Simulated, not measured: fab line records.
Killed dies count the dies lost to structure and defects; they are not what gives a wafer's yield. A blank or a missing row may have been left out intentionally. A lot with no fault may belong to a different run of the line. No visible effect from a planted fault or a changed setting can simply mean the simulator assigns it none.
A struck lot beside a sound one | flow ritCmos | 15 steps out of a route of 202
Sound: the wafers L239.3, L239.5, L239.6. Wafers L255.1, L255.4, L255.5 were the ones struck. Last of all comes the cause.
Per side, at each step with rows, come the tool, then ch with its chambers, and then its first start. Under that, the readings that differ: sound wafers | struck wafers | difference of the means | sigmas: that difference in standard deviations of wafers without a fault.
alike: readings whose means differ by less than 2 such deviations, and words and numbers that are the same on both sides. not compared: withheld readings, readings that some wafer has no value for, bounds like >300 that may hide the same value, and numbers for which the record gives no deviation and whose values overlap.
A row with sigmas, a row that says differs or no value, or rows on one side alone: a step with any of these is where the two part. When numbers do not overlap yet have no deviation, they are printed without sigmas and do not part them. A reading that every wafer of one side lacks parts them only if that side has two wafers or more.

RIT_ACTIVE_ETCH_13: etches Si3N4 in SF6, stops on SiO2, time 210 s, target depth 210 nm.
  sound on rieDiel-03 ch 2,3, day 1 19:43; struck on rieDiel-03 ch 0,2, day 5 06:25
  alike: SF6_flow_sccm, chamberPressureMTorr, drypumpMotorCurrentA, oesProductAu, rfFwdPowerW, runLengthS, throttleValvePct
  not compared: rfHoursCounterH
RIT_ACTIVE_STRIP_14: strips in O2, time 180 s.
  sound on plasmaAsher-03 ch 0,1, day 1 19:54; struck on plasmaAsher-03 ch 0,1, day 5 06:33
  alike: chamberPressureMTorr, drypumpMotorCurrentA
  not compared: rfHoursCounterH
RIT_ACTIVE_CD_MEAS_90: target cd 1400 nm.
  sound on cdSem-02 at day 1 20:04; struck on cdSem-02 at day 5 06:43
  alike: cdNm
then, 4 steps without rows for these wafers: RIT_ACTIVE_CLEAN_15 (cleans in SC1, time 600 s); RIT_ACTIVE_CLEAN_16 (cleans in dHF, time 30 s); RIT_ACTIVE_CLEAN_17 (cleans in SC2, time 600 s); RIT_FOX1_OXIDATION_00 (target thk 350.7 nm, ox time 1130 s).
RIT_FOX1_THK_MEAS_01:
  sound on filmMetro-02 at day 2 02:21; struck on filmMetro-01 at day 5 08:32
  alike: FOX1_OXIDE_THK
then, 2 steps without rows for these wafers: RIT_FOX1_WET_ETCH_02 (etches SiO2 in BOE, target depth 350 nm, time 390 s); RIT_FOX2_OXIDATION_00 (target thk 350.7 nm, ox time 1130 s).
RIT_FOX2_THK_MEAS_01:
  sound on filmMetro-04 at day 2 04:59; struck on filmMetro-03 at day 5 13:53
  alike: FOX2_OXIDE_THK
then, 1 step without rows for these wafers: RIT_FOX2_CLEAN_02 (cleans in dHF, time 180 s).
RIT_FOX2_WET_ETCH_03: etches Si3N4 in H3PO4, target depth 195 nm, time 2700 s.
  sound on wetBench-03 ch 0, day 2 05:05; struck on wetBench-02 ch 1, day 5 14:00
reading        | sound          | struck         | difference | sigmas
runLengthS (s) | 2728 2728 2728 | 2819 2819 2819 | +91        | +24
  alike: bathGuardTempC
RIT_FOX2_THK_MEAS_90:
  sound on filmMetro-03 at day 2 05:52; struck on filmMetro-03 at day 5 14:46
  alike: FIELD_OXIDE_LEFT_1_THK
RIT_M1_PROBE_99:
  sound on prober-01 at day 3 22:54; struck on prober-02 at day 7 06:02
  alike: killedAtContacts, killedAtFrontEnd, killedDies, killedOnRim, killedOpen, killedShort

## WHERE THEY PART
At RIT_FOX2_WET_ETCH_03 and nowhere else, as far as this record goes. Later steps at which nothing parts them and some readings are alike: RIT_FOX2_THK_MEAS_90, RIT_M1_PROBE_99.

WHY: what had been put in by the simulator
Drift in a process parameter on wetBench-02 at RIT_FOX2_WET_ETCH_03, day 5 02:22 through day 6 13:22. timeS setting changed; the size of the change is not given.
